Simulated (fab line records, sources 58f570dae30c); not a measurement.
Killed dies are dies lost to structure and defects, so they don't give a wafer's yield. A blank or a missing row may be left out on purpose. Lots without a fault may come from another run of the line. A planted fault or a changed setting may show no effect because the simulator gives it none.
fab line records | flow berkeley_cmos170
record lots=6 wafers=18 last_day=12
route steps=331 shown GATE@136 PLDD@145
lots that met no fault: from a run of the same line without faults
start_h: hours from the record's first day to the start of the lot's first wafer shown | wait_h: hours since the lot's step before | " the same as in the row above | L1.1+2: a row that stands for several wafers | - no value, or no start given | * or withheld: withheld | < > ~ a bound
route shown NAME@n: a module of which the file shows steps, and the number in the route of the first | usual: mean/standard deviation of fault-free wafers | same: alike in all rows | chamber/n: place in a boat | sites: the reading at each site | _std_site: their standard deviation | _edge_site: outer sites' mean less inner sites' | radius_mm: how far each site lies from the wafer's centre | mask NAME#n: copy n | behind: the tool/chamber that last shaped the wafer | hold: why the lot was held/for how many hours/how that ended | device: the transistor (n, p or np) that didn't switch | end of line: the same wafers' tests at the end of the route | a step without rows: its recipe alone | killed: dies lost to structure and defects at the first sort, not the wafer's yield | map: a wafer's dies, x killed, . not, _ none there
set.NAME: the setting as run; set.NAME@STEP: as run at that earlier step | model.NAME: the simulator's own value behind a step, which no gauge read
lots at some steps of the route; a table a step, a row a wafer
services: from which hour (start_h, from the record's first day; less than 0 if before it) a tool's chamber was out of use, for how many hours, and why
## steps
# step UCB170_GATE_PEB_10
# recipe peb_temp_c=130 peb_time_s=withheld resist=KrF
# step UCB170_GATE_DEVELOP_11
# recipe developer=TMAH develop_time_s=45 resist=KrF dev_temp_c=21
# step UCB170_GATE_CD_MEAS_12
# recipe target_cd_nm=350
# usual cd_nm=349.9/1.4
# columns lot.wafer tool chamber start_h wait_h cd_nm
L177.4 cd_sem-01 - 156.57 - 351.0
L177.5 " - " " 351.3
L177.6 " - " " 351.7
L184.4 cd_sem-01 - 185.53 - 350.0
L184.5 " - " " 350.6
L184.6 " - " " 349.1
L185.1 cd_sem-02 - 204.67 - 351.6
L185.3 " - " " 353.1
L185.4 " - " " 351.6
L191.1 cd_sem-01 - 230.67 - 348.2
L191.2 " - " " 347.3
L191.3 " - " " 349.0
L193.2 cd_sem-01 - 240.99 - 349.1
L193.3 " - " " 348.5
L193.4 " - " " 349.5
L194.3 cd_sem-01 - 245.70 - 351.6
L194.5 " - " " 351.0
L194.6 " - " " 352.7
# step UCB170_GATE_OVL_MEAS_13
# usual GATE_OVL=-1/5.5
# columns lot.wafer tool chamber start_h wait_h GATE_OVL[nm]
L177.4 overlay-02 - 156.65 0.1 -4
L177.5 " - " " -5
L177.6 " - " " -7
L184.4 overlay-01 - 185.61 0.1 -4
L184.5 " - " " -6
L184.6 " - " " -8
L185.1 overlay-02 - 204.79 0.1 4
L185.3 " - " " 5
L185.4 " - " " 7
L191.1 overlay-01 - 230.79 0.1 3
L191.2 " - " " 6
L191.3 " - " " -5
L193.2 overlay-02 - 241.09 0.1 0
L193.3 " - " " 4
L193.4 " - " " 1
L194.3 overlay-01 - 245.79 0.1 -2
L194.5 " - " " -3
L194.6 " - " " -6
# step UCB170_GATE_ETCH_14
# recipe chemistry=N2/H2 target_depth_a=withheld overetch_a=withheld target=BARC time_s=withheld source_w=500 bias_w=100 pressure_mtorr=30 n2_flow_sccm=100 h2_flow_sccm=200
# usual drypump_motor_current_A=5.5/0.41 oes_product_au=1.000/0.024 throttle_valve_pct=13.31/0.18
# columns lot.wafer tool chamber start_h wait_h drypump_motor_current_A oes_product_au throttle_valve_pct
L177.4 rie_diel-02 2 156.67 0.0 6.1 0.992 13.24
L177.5 " 1 " " 5.4 0.989 13.07
L177.6 " 2 " " 6.1 0.998 13.26
L184.4 rie_diel-02 3 185.63 0.0 5.3 1.025 13.47
L184.5 " 2 " " 6.1 1.010 13.25
L184.6 " 1 " " 5.4 1.012 13.05
L185.1 rie_diel-01 2 204.83 0.0 4.9 0.995 13.29
L185.3 " 3 " " 5.0 0.959 13.22
L185.4 " 3 " " 5.0 0.964 13.22
L191.1 rie_diel-02 0 230.82 0.0 5.5 1.007 13.09
L191.2 " 3 " " 5.3 1.026 13.48
L191.3 " 1 " " 5.4 0.986 13.05
L193.2 rie_diel-03 3 241.12 0.0 5.1 1.003 13.65
L193.3 " 1 " " 5.7 0.972 13.16
L193.4 " 2 " " 5.2 0.985 13.15
L194.3 rie_diel-03 0 245.81 0.0 6.0 1.046 13.46
L194.5 " 1 " " 5.7 0.983 13.15
L194.6 " 0 " " 6.0 1.043 13.45
# step UCB170_GATE_ETCH_15
# recipe chemistry=HBr/Cl2 target=poly-Si stop_on=SiO2 over_etch_frac=0.3 icp_w=300 bias_w=150 time_s=56.3 pressure_mtorr=15 HBr_flow_sccm=150 Cl2_flow_sccm=50 target_depth_a=2782
# usual drypump_motor_current_A=5.8/0.51 oes_product_au=0.836/0.016 throttle_valve_pct=26.51/0.2
# columns lot.wafer tool chamber start_h wait_h drypump_motor_current_A oes_product_au rf_hours_counter_h throttle_valve_pct
L177.4 rie_si-02 1 156.71 - 5.8 0.809 58 26.52
L177.5 " 1 " " 5.9 0.818 - 26.53
L177.6 " 2 " " 5.9 0.818 - 26.48
L184.4 rie_si-02 0 185.67 - 6.6 0.836 2 26.23
L184.5 " 2 " " 5.9 0.821 - 26.47
L184.6 " 3 " " 4.9 0.864 - 26.53
L185.1 rie_si-02 2 204.87 - 5.9 0.824 1 26.46
L185.3 " 1 " " 5.9 0.812 58 26.53
L185.4 " 3 " " 4.9 0.867 34 26.54
L191.1 rie_si-02 2 230.87 - 5.9 0.824 1 26.47
L191.2 " 1 " " 5.9 0.819 58 26.52
L191.3 " 0 " " 6.6 0.841 2 26.22
L193.2 rie_si-02 3 241.16 - 4.9 0.858 35 26.53
L193.3 " 1 " " 5.9 0.814 58 26.52
L193.4 " 0 " " 6.5 0.836 2 26.23
L194.3 rie_si-01 3 245.85 - 5.7 0.815 2 26.94
L194.5 " 2 " " 5.4 0.856 - 26.31
L194.6 " 3 " " 5.7 0.815 - 26.91
# step UCB170_GATE_STRIP_16
# recipe chemistry=O2 power_w=400 pressure_mtorr=3500 platen_temp_c=withheld o2_flow_sccm=400 overash_fraction=0.5
# usual drypump_motor_current_A=5.57/0.24 oes_product_au=0.725/0.0046
# columns lot.wafer tool chamber start_h wait_h drypump_motor_current_A oes_product_au rf_hours_counter_h
L177.4 plasma_asher-04 0 156.79 0.1 5.32 0.723 -
L177.5 " 1 " " 5.58 0.723 -
L177.6 " 0 " " 5.35 0.724 -
L184.4 plasma_asher-01 1 185.75 0.1 5.52 0.729 -
L184.5 " 0 " " 5.42 0.723 -
L184.6 " 1 " " 5.54 0.724 -
L185.1 plasma_asher-03 1 204.92 0.0 6.20 0.729 44
L185.3 " 1 " " 6.22 0.732 -
L185.4 " 0 " " 5.68 0.733 -
L191.1 plasma_asher-01 0 230.91 0.0 5.37 0.718 53
L191.2 " 1 " " 5.55 0.725 53
L191.3 " 0 " " 5.41 0.726 -
L193.2 plasma_asher-01 0 241.21 0.0 5.37 0.728 53
L193.3 " 0 " " 5.40 0.727 -
L193.4 " 1 " " 5.53 0.719 -
L194.3 plasma_asher-01 0 245.94 0.1 5.39 0.723 -
L194.5 " 1 " " 5.56 0.721 -
L194.6 " 0 " " 5.41 0.727 -
# step UCB170_GATE_CD_MEAS_90
# recipe target_cd_nm=350
# usual cd_nm=349.8/1.4
# columns lot.wafer tool chamber start_h wait_h cd_nm
L177.4 cd_sem-02 - 156.97 0.1 351.3
L177.5 " - " " 350.9
L177.6 " - " " 351.9
L184.4 cd_sem-02 - 185.88 0.1 348.9
L184.5 " - " " 351.0
L184.6 " - " " 349.2
L185.1 cd_sem-01 - 205.02 0.1 352.3
L185.3 " - " " 352.9
L185.4 " - " " 351.7
L191.1 cd_sem-01 - 231.06 0.1 347.0
L191.2 " - " " 346.5
L191.3 " - " " 349.4
L193.2 cd_sem-01 - 241.33 0.1 348.9
L193.3 " - " " 348.2
L193.4 " - " " 349.4
L194.3 cd_sem-02 - 246.04 0.1 350.4
L194.5 " - " " 350.7
L194.6 " - " " 351.7
# step UCB170_GATE_CLEAN_17
# recipe chemistry=SPM temp_c=120 time_s=600
# step UCB170_PLDD_HMDS_00
# recipe prime_time_s=60 prime_temp_c=100
# step UCB170_PLDD_COAT_01
# recipe resist=KrF spin_rpm=1500 resist_thk_nm=900
# step UCB170_PLDD_SOFTBAKE_02
# recipe resist=KrF temp_c=130 time_s=60
# step UCB170_PLDD_EXPOSE_03
# recipe mask_id=PSELECT na=0.5 sigma_outer=0.6 source_shape=conventional target_cd_nm=1200 dose_mj=30
# usual exposure_dose_mJ_cm2=30.00/0.032 focus_offset_nm=-0.1/0.49
# columns lot.wafer tool chamber start_h wait_h mask exposure_dose_mJ_cm2 focus_offset_nm
L177.4 krf_scanner-02 0 158.36 0.4 PSELECT#0 30.02 -0.5
L177.5 " 0 " " PSELECT#0 30.06 -1.1
L177.6 " 0 " " PSELECT#0 30.05 -1.4
L184.4 krf_scanner-01 - 186.83 0.2 PSELECT#0 - -
L184.5 " - " " PSELECT#0 - -
L184.6 " - " " PSELECT#0 - -
L185.1 krf_scanner-01 - 205.77 0.1 PSELECT#0 - -
L185.3 " - " " PSELECT#0 - -
L185.4 " - " " PSELECT#0 - -
L191.1 krf_scanner-01 0 231.81 0.1 PSELECT#0 30.02 -0.1
L191.2 " 0 " " PSELECT#0 29.97 0.1
L191.3 " 0 " " PSELECT#0 30.01 -0.3
L193.2 krf_scanner-02 0 243.42 0.1 PSELECT#0 30.01 0.4
L193.3 " 0 " " PSELECT#0 30.04 0.2
L193.4 " 0 " " PSELECT#0 30.04 0.5
L194.3 krf_scanner-02 0 246.80 0.1 PSELECT#0 30.03 0.1
L194.5 " 0 " " PSELECT#0 29.99 -0.5
L194.6 " 0 " " PSELECT#0 30.04 -0.5
# step UCB170_PLDD_PEB_04
# recipe peb_temp_c=130 peb_time_s=withheld resist=KrF
## services
# columns tool chamber start_h hours kind
krf_scanner-01 - 133.93 3.6 pm
krf_scanner-02 - 144.17 0.8 pm
plasma_asher-01 - 154.59 2.8 pm
rie_diel-03 1 157.57 11.7 repair
plasma_asher-03 - 177.32 1.8 repair
rie_diel-03 3 182.14 9.6 repair
rie_si-01 2 185.30 - clean
rie_si-01 2 185.30 15.1 scheduled_down
rie_si-01 2 185.30 15.1 vent_cycle
rie_diel-01 1 190.45 4.4 repair
rie_diel-01 1 194.82 - clean
rie_diel-01 1 194.82 28.9 scheduled_down
rie_diel-01 1 194.82 28.9 vent_cycle
rie_si-02 0 196.86 3.2 repair
rie_si-01 - 201.78 4.7 repair
rie_diel-02 - 203.51 2.8 pm
rie_diel-01 0 206.49 8.7 repair
krf_scanner-01 - 209.10 1.3 pm
krf_scanner-01 - 213.84 0.8 pm
krf_scanner-02 - 219.38 1.0 pm
rie_si-01 3 224.78 1.4 repair
krf_scanner-02 - 237.25 1.6 repair
## key
first_sign step=UCB170_PLDD_EXPOSE_03 reading=tool_record direction=missing
effect none on later readings
met_at UCB170_PLDD_EXPOSE_03
struck_wafers L184.4,L184.5,L184.6,L185.1,L185.3,L185.4
sort_left_out L184.4,L184.5,L184.6,L185.1,L185.3,L185.4
tester_left_out L184,L185
fault kind=skipped_step_whole tool=krf_scanner-01 chamber=- onset_h=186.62 steps=UCB170_PLDD_EXPOSE_03 scope=struck_lots_only
# tester_left_out: of these lots the tester's yield and bins aren't shown, on N5 and GAA mostly nor the transistor test; their killed dies are dies lost to structure and defects alone, not to doping, threshold or leakage, so they don't give the yield
# sort_left_out: the simulated sort isn't trusted on such a fault, so these wafers' sort isn't shown, and their yield isn't known
